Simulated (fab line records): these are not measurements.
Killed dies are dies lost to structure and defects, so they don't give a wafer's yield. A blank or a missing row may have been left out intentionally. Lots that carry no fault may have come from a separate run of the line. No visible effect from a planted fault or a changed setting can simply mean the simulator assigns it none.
The tool behind it: which one? :: flow rit_cmos :: 42 wafers from 14 lots sampled at 4 of the route's 202 steps

WHAT THE GAUGES SHOWED, per wafer
RIT_FOX2_THK_MEAS_01. Usual: FOX2_OXIDE_THK gives 354 nm (standard deviation 6.2).
lot: L680
measured: day 1 19:34
on: film_metro-03
FOX2_OXIDE_THK (nm): 371 358 365
flag: 

lot: L681
measured: day 1 23:27
on: film_metro-03
FOX2_OXIDE_THK (nm): 360 350 355
flag: 

lot: L682
measured: day 2 04:32
on: film_metro-02
FOX2_OXIDE_THK (nm): 350 348 352
flag: 

lot: L687
measured: day 3 05:22
on: film_metro-02
FOX2_OXIDE_THK (nm): 352 352 356
flag: 

lot: L691
measured: day 4 01:28
on: film_metro-02
FOX2_OXIDE_THK (nm): 288 284 286
flag: OFF

lot: L692
measured: day 4 06:24
on: film_metro-02
FOX2_OXIDE_THK (nm): 287 279 283
flag: OFF

lot: L693
measured: day 4 11:50
on: film_metro-02
FOX2_OXIDE_THK (nm): 353 351 351
flag: 

lot: L694
measured: day 4 16:26
on: film_metro-03
FOX2_OXIDE_THK (nm): 352 353 352
flag: 

lot: L696
measured: day 5 02:27
on: film_metro-03
FOX2_OXIDE_THK (nm): 357 359 365
flag: 

lot: L697
measured: day 5 08:24
on: film_metro-03
FOX2_OXIDE_THK (nm): 364 364 363
flag: 

lot: L698
measured: day 5 12:29
on: film_metro-03
FOX2_OXIDE_THK (nm): 349 354 352
flag: 

lot: L700
measured: day 5 23:02
on: film_metro-03
FOX2_OXIDE_THK (nm): 361 360 358
flag: 

lot: L701
measured: day 6 03:19
on: film_metro-02
FOX2_OXIDE_THK (nm): 346 348 351
flag: 

lot: L703
measured: day 6 13:41
on: film_metro-02
FOX2_OXIDE_THK (nm): 352 358 349
flag: 

RIT_FOX2_THK_MEAS_90. Usual: FIELD_OXIDE_LEFT_1_THK gives 327 nm (standard deviation 6.2).
lot: L680
measured: day 1 20:26
on: film_metro-02
FIELD_OXIDE_LEFT_1_THK (nm): 343 331 338
flag: 

lot: L681
measured: day 2 00:19
on: film_metro-01
FIELD_OXIDE_LEFT_1_THK (nm): 332 323 327
flag: 

lot: L682
measured: day 2 05:25
on: film_metro-03
FIELD_OXIDE_LEFT_1_THK (nm): 322 321 325
flag: 

lot: L687
measured: day 3 06:14
on: film_metro-03
FIELD_OXIDE_LEFT_1_THK (nm): 325 325 329
flag: 

lot: L691
measured: day 4 02:21
on: film_metro-02
FIELD_OXIDE_LEFT_1_THK (nm): 260 257 260
flag: OFF

lot: L692
measured: day 4 07:16
on: film_metro-02
FIELD_OXIDE_LEFT_1_THK (nm): 260 251 255
flag: OFF

lot: L693
measured: day 4 12:43
on: film_metro-02
FIELD_OXIDE_LEFT_1_THK (nm): 326 324 324
flag: 

lot: L694
measured: day 4 17:19
on: film_metro-02
FIELD_OXIDE_LEFT_1_THK (nm): 325 326 325
flag: 

lot: L696
measured: day 5 03:20
on: film_metro-02
FIELD_OXIDE_LEFT_1_THK (nm): 329 331 337
flag: 

lot: L697
measured: day 5 09:20
on: film_metro-02
FIELD_OXIDE_LEFT_1_THK (nm): 336 337 336
flag: 

lot: L698
measured: day 5 13:26
on: film_metro-02
FIELD_OXIDE_LEFT_1_THK (nm): 322 327 324
flag: 

lot: L700
measured: day 5 23:55
on: film_metro-02
FIELD_OXIDE_LEFT_1_THK (nm): 333 333 331
flag: 

lot: L701
measured: day 6 04:11
on: film_metro-02
FIELD_OXIDE_LEFT_1_THK (nm): 319 321 324
flag: 

lot: L703
measured: day 6 14:34
on: film_metro-03
FIELD_OXIDE_LEFT_1_THK (nm): 324 331 322
flag: 

RIT_FOX2_THK_MEAS_91. Usual: FIELD_OXIDE_LEFT_2_THK gives 259 nm (standard deviation 6.2).
lot: L680
measured: day 2 08:34
on: film_metro-01
FIELD_OXIDE_LEFT_2_THK (nm): 275 262 270
flag: 

lot: L681
measured: day 2 13:49
on: film_metro-02
FIELD_OXIDE_LEFT_2_THK (nm): 264 255 259
flag: 

lot: L682
measured: day 2 18:25
on: film_metro-02
FIELD_OXIDE_LEFT_2_THK (nm): 254 252 256
flag: 

lot: L687
measured: day 3 18:47
on: film_metro-02
FIELD_OXIDE_LEFT_2_THK (nm): 257 257 261
flag: 

lot: L691
measured: day 4 14:29
on: film_metro-03
FIELD_OXIDE_LEFT_2_THK (nm): 192 189 191
flag: OFF

lot: L692
measured: day 4 19:29
on: film_metro-02
FIELD_OXIDE_LEFT_2_THK (nm): 192 184 187
flag: OFF

lot: L693
measured: day 5 01:15
on: film_metro-03
FIELD_OXIDE_LEFT_2_THK (nm): 259 256 257
flag: 

lot: L694
measured: day 5 06:13
on: film_metro-02
FIELD_OXIDE_LEFT_2_THK (nm): 256 258 256
flag: 

lot: L696
measured: day 5 16:04
on: film_metro-03
FIELD_OXIDE_LEFT_2_THK (nm): 261 264 269
flag: 

lot: L697
measured: day 5 21:41
on: film_metro-02
FIELD_OXIDE_LEFT_2_THK (nm): 269 268 268
flag: 

lot: L698
measured: day 6 02:36
on: film_metro-03
FIELD_OXIDE_LEFT_2_THK (nm): 254 259 256
flag: 

lot: L700
measured: day 6 12:19
on: film_metro-01
FIELD_OXIDE_LEFT_2_THK (nm): 265 266 263
flag: 

lot: L701
measured: day 6 17:13
on: film_metro-03
FIELD_OXIDE_LEFT_2_THK (nm): 251 253 256
flag: 

lot: L703
measured: day 7 02:36
on: film_metro-03
FIELD_OXIDE_LEFT_2_THK (nm): 255 262 253
flag: 

EACH LOT AND THE TOOL THAT RAN IT (in order: tool; ch and the chambers of the sampled wafers; start)
lot: L680
RIT_FOX2_OXIDATION_00: furnace-01 ch 0, day 1 18:15

lot: L681
RIT_FOX2_OXIDATION_00: furnace-01 ch 0, day 1 22:08

lot: L682
RIT_FOX2_OXIDATION_00: furnace-02 ch 0, day 2 03:14

lot: L687
RIT_FOX2_OXIDATION_00: furnace-02 ch 0, day 3 04:03

lot: L691
RIT_FOX2_OXIDATION_00: furnace-04 ch 0, day 4 00:09

lot: L692
RIT_FOX2_OXIDATION_00: furnace-04 ch 0, day 4 05:03

lot: L693
RIT_FOX2_OXIDATION_00: furnace-01 ch 0, day 4 10:29

lot: L694
RIT_FOX2_OXIDATION_00: furnace-01 ch 0, day 4 15:07

lot: L696
RIT_FOX2_OXIDATION_00: furnace-01 ch 0, day 5 01:08

lot: L697
RIT_FOX2_OXIDATION_00: furnace-01 ch 0, day 5 07:05

lot: L698
RIT_FOX2_OXIDATION_00: furnace-01 ch 0, day 5 11:10

lot: L700
RIT_FOX2_OXIDATION_00: furnace-02 ch 0, day 5 21:44

lot: L701
RIT_FOX2_OXIDATION_00: furnace-01 ch 0, day 6 02:00

lot: L703
RIT_FOX2_OXIDATION_00: furnace-01 ch 0, day 6 12:22
- RIT_FOX2_OXIDATION_00: target thk 350.7 nm, ox time 1130 s.

WHAT THE TOOLS THEMSELVES READ (means of the sampled wafers that have a number; where no wafer has one, the mark that the record gives instead)
RIT_FOX2_OXIDATION_00. Usual: spike_tc_centre_C 1102.4 C, standard deviation 0.97; spike_tc_load_C 1129.2 C, standard deviation 2; spike_tc_source_C 1127.4 C, standard deviation 2.2; tube_center_temp_C 1100 C, standard deviation 0.089; tube_center_temp_C_max 1102.8, standard deviation 0.46; zone_power_load_pct 41.3 %, standard deviation 0.49.
lot: L680
tool: furnace-01
spike_tc_centre_C (C): 1101.9
spike_tc_load_C (C): 1131.7
spike_tc_source_C (C): 1129.8
tube_center_temp_C (C): 1100
tube_center_temp_C_max: 1102.8
zone_power_load_pct (%): 41.5
flag: 

lot: L681
tool: furnace-01
spike_tc_centre_C (C): 1102.7
spike_tc_load_C (C): 1130.1
spike_tc_source_C (C): 1129.1
tube_center_temp_C (C): 1100
tube_center_temp_C_max: 1102.8
zone_power_load_pct (%): 41.1
flag: 

lot: L682
tool: furnace-02
spike_tc_centre_C (C): 1102.2
spike_tc_load_C (C): 1129.6
spike_tc_source_C (C): 1124.3
tube_center_temp_C (C): 1100
tube_center_temp_C_max: 1102.7
zone_power_load_pct (%): 40.8
flag: 

lot: L687
tool: furnace-02
spike_tc_centre_C (C): 1102.5
spike_tc_load_C (C): 1128.3
spike_tc_source_C (C): 1123.8
tube_center_temp_C (C): 1100
tube_center_temp_C_max: 1102.6
zone_power_load_pct (%): 41.0
flag: 

lot: L691
tool: furnace-04
spike_tc_centre_C (C): 1065.9
spike_tc_load_C (C): 1090.5
spike_tc_source_C (C): 1090.4
tube_center_temp_C (C): 1065
tube_center_temp_C_max: 1068.1
zone_power_load_pct (%): 38.0
flag: OFF

lot: L692
tool: furnace-04
spike_tc_centre_C (C): 1066.6
spike_tc_load_C (C): 1090.1
spike_tc_source_C (C): 1091.1
tube_center_temp_C (C): 1065
tube_center_temp_C_max: 1067.7
zone_power_load_pct (%): 37.8
flag: OFF

lot: L693
tool: furnace-01
spike_tc_centre_C (C): 1102.0
spike_tc_load_C (C): 1130.6
spike_tc_source_C (C): 1129.8
tube_center_temp_C (C): 1100
tube_center_temp_C_max: 1102.1
zone_power_load_pct (%): 42.1
flag: 

lot: L694
tool: furnace-01
spike_tc_centre_C (C): 1102.7
spike_tc_load_C (C): 1131.1
spike_tc_source_C (C): 1128.8
tube_center_temp_C (C): 1100
tube_center_temp_C_max: 1102.5
zone_power_load_pct (%): 41.6
flag: 

lot: L696
tool: furnace-01
spike_tc_centre_C (C): 1102.6
spike_tc_load_C (C): 1131.2
spike_tc_source_C (C): 1128.8
tube_center_temp_C (C): 1100
tube_center_temp_C_max: 1102.8
zone_power_load_pct (%): 41.7
flag: 

lot: L697
tool: furnace-01
spike_tc_centre_C (C): 1102.6
spike_tc_load_C (C): 1131.0
spike_tc_source_C (C): 1128.7
tube_center_temp_C (C): 1100
tube_center_temp_C_max: 1103.0
zone_power_load_pct (%): 41.4
flag: 

lot: L698
tool: furnace-01
spike_tc_centre_C (C): 1102.2
spike_tc_load_C (C): 1130.6
spike_tc_source_C (C): 1129.7
tube_center_temp_C (C): 1100
tube_center_temp_C_max: 1102.7
zone_power_load_pct (%): 41.6
flag: 

lot: L700
tool: furnace-02
spike_tc_centre_C (C): 1102.6
spike_tc_load_C (C): 1127.9
spike_tc_source_C (C): 1125.4
tube_center_temp_C (C): 1100
tube_center_temp_C_max: 1103.0
zone_power_load_pct (%): 40.6
flag: 

lot: L701
tool: furnace-01
spike_tc_centre_C (C): 1103.0
spike_tc_load_C (C): 1130.7
spike_tc_source_C (C): 1129.4
tube_center_temp_C (C): 1100
tube_center_temp_C_max: 1102.8
zone_power_load_pct (%): 41.0
flag: 

lot: L703
tool: furnace-01
spike_tc_centre_C (C): 1102.5
spike_tc_load_C (C): 1131.0
spike_tc_source_C (C): 1129.9
tube_center_temp_C (C): 1100
tube_center_temp_C_max: 1102.8
zone_power_load_pct (%): 41.3
flag: 

THE ANSWER, worked out from the rows above alone
Rule: take the mean of a lot's wafers that have a number; if it is more than 3 standard deviations from the usual mean, the lot is off. Also off: a lot with no number at a reading for which 4 or more lots have one. Any other lot the step has rows for is counted as sound. Order of review: gauges by route order, followed by the tools' own readings, for which a lot's mean as printed above is used. At the first step where some lot is off, the reading lying furthest off is the one used; lots without a number count as furthest.
Off: L691, L692, seen at RIT_FOX2_THK_MEAS_01 (FOX2_OXIDE_THK).
If a tool, at a process step before that reading, ran all the lots that are off and no sound lot after the first of them, it fits. The gauges at RIT_FOX2_THK_MEAS_01 aren't tried: what is off there is off at RIT_FOX2_OXIDATION_00 too, on other tools, and a gauge's error can't cause that. One fits: RIT_FOX2_OXIDATION_00 on furnace-04. It ran no sound lot before its first lot that is off in this sample, so the start can't be narrowed down.
The tool's own readings at RIT_FOX2_OXIDATION_00 bear it out: on the lots that are off they differ by more than 5 times the standard deviation of the sound lots' means. spike_tc_centre_C reads 1066.2 C there against 1102.5 C on the sound lots; spike_tc_load_C reads 1090.3 C there against 1130.3 C on the sound lots; spike_tc_source_C reads 1090.8 C there against 1128.1 C on the sound lots; tube_center_temp_C reads 1065 C there against 1100 C on the sound lots; tube_center_temp_C_max reads 1067.9 there against 1102.7 on the sound lots; zone_power_load_pct reads 37.9 % there against 41.3 % on the sound lots.

WHAT HAD BEEN PUT IN BY THE SIMULATOR
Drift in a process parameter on furnace-04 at RIT_FOX2_OXIDATION_00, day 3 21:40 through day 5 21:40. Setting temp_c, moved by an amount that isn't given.
Struck lots among those shown: L691, L692. This agrees with what the rule above found.
